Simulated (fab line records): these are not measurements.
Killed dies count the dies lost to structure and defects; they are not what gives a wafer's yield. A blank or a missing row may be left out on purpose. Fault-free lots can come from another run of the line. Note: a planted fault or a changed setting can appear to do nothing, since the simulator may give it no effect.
A struck lot beside a sound one ; flow berkeley cmos170 ; 15 out of 331 route steps
Sound: the wafers L514.2, L514.4, L514.5. Struck: wafers L521.4, L521.6. (L521.1 of the same lot was not struck and is left out.) The cause comes at the end.
Order at every step that has rows: each side's tool, ch and its chambers, its first start. Under that, the readings that differ: sound wafers ; struck wafers ; difference of the means ; sigmas: that difference in standard deviations of wafers without a fault.
alike: readings whose means differ by less than 2 such deviations, and words and numbers that are the same on both sides. not compared: withheld readings, readings that some wafer has no value for, bounds like >300 that may hide the same value, and numbers for which the record gives no deviation and whose values overlap.
Wherever a step has rows on one side only, a row that says differs or no value, or a row with sigmas, the two part there. Numbers that don't overlap but have no deviation are shown without sigmas and don't part them. A reading missing from all wafers of one side parts the sides only when that side holds two or more wafers.

UCB170_SPACER_THK_MEAS_01:
  sound on film metro-01, day 6 09:26; struck on film metro-03, day 8 00:28
  alike: SPACER_TEOS_THK
then, 1 step without rows for these wafers: UCB170_SPACER_ANNEAL_02 (time 1800 s).
UCB170_SPACER_ETCHBACK_03: etches SiO2 in CHF3/CF4/Ar, stops on Si, target depth 376 nm, time 100 s.
  sound on rie diel-03 ch 0,1,3, day 6 13:53; struck on rie diel-03 ch 1,3, day 8 02:25
  alike: drypump motor current A, oes product au, throttle valve pct
  not compared: rf hours counter h
then, 6 steps without rows for these wafers: UCB170_PSD_HMDS_00 (prime time 60 s); UCB170_PSD_COAT_01 (resist thk 900 nm); UCB170_PSD_SOFTBAKE_02 (time 60 s); UCB170_PSD_EXPOSE_03 (exposes mask PSELECT MOD, target cd 1200 nm); UCB170_PSD_PEB_04; UCB170_PSD_DEVELOP_05 (develop time 45 s).
UCB170_PSD_CD_MEAS_06: the cd target is 1200 nm.
  sound on cd sem-01, day 6 15:56; struck on cd sem-01, day 8 03:53
reading;sound;struck;difference;sigmas
cd nm (nm);1198.5 1197.7 1199.4;1201.9 1200.7;+2.8;+2
UCB170_PSD_OVL_MEAS_07:
  sound on overlay-02, day 6 16:02; struck on overlay-01, day 8 04:01
  alike: PSD_OVL
next, for these wafers, 1 step has no rows: UCB170_PSD_IMPLANT_08.
UCB170_PSD_STRIP_09: strips in O2.
  sound on plasma asher-01 ch 0,1, day 6 16:13; struck on plasma asher-01 ch 0, day 8 04:12
reading;sound;struck;difference;sigmas
chamber pressure mTorr (mTorr);3500 3503 3501;4199 4199;+698;+99 or more
  alike: drypump motor current A, oes product au, strip time to endpoint s
  not compared: rf hours counter h
UCB170_PSD_TW_MEAS_10:
  sound on film metro-02, day 6 16:20; struck on film metro-04, day 8 04:18
  alike: PSD_TW
UCB170_M3_PROBE_99:
  the record has rows for the sound wafers here (prober-02, day 8 00:27) and none for the struck ones

## WHERE THEY PART
First at UCB170_PSD_CD_MEAS_06; last, within this record, at UCB170_M3_PROBE_99.

WHY: the cause the simulator had injected
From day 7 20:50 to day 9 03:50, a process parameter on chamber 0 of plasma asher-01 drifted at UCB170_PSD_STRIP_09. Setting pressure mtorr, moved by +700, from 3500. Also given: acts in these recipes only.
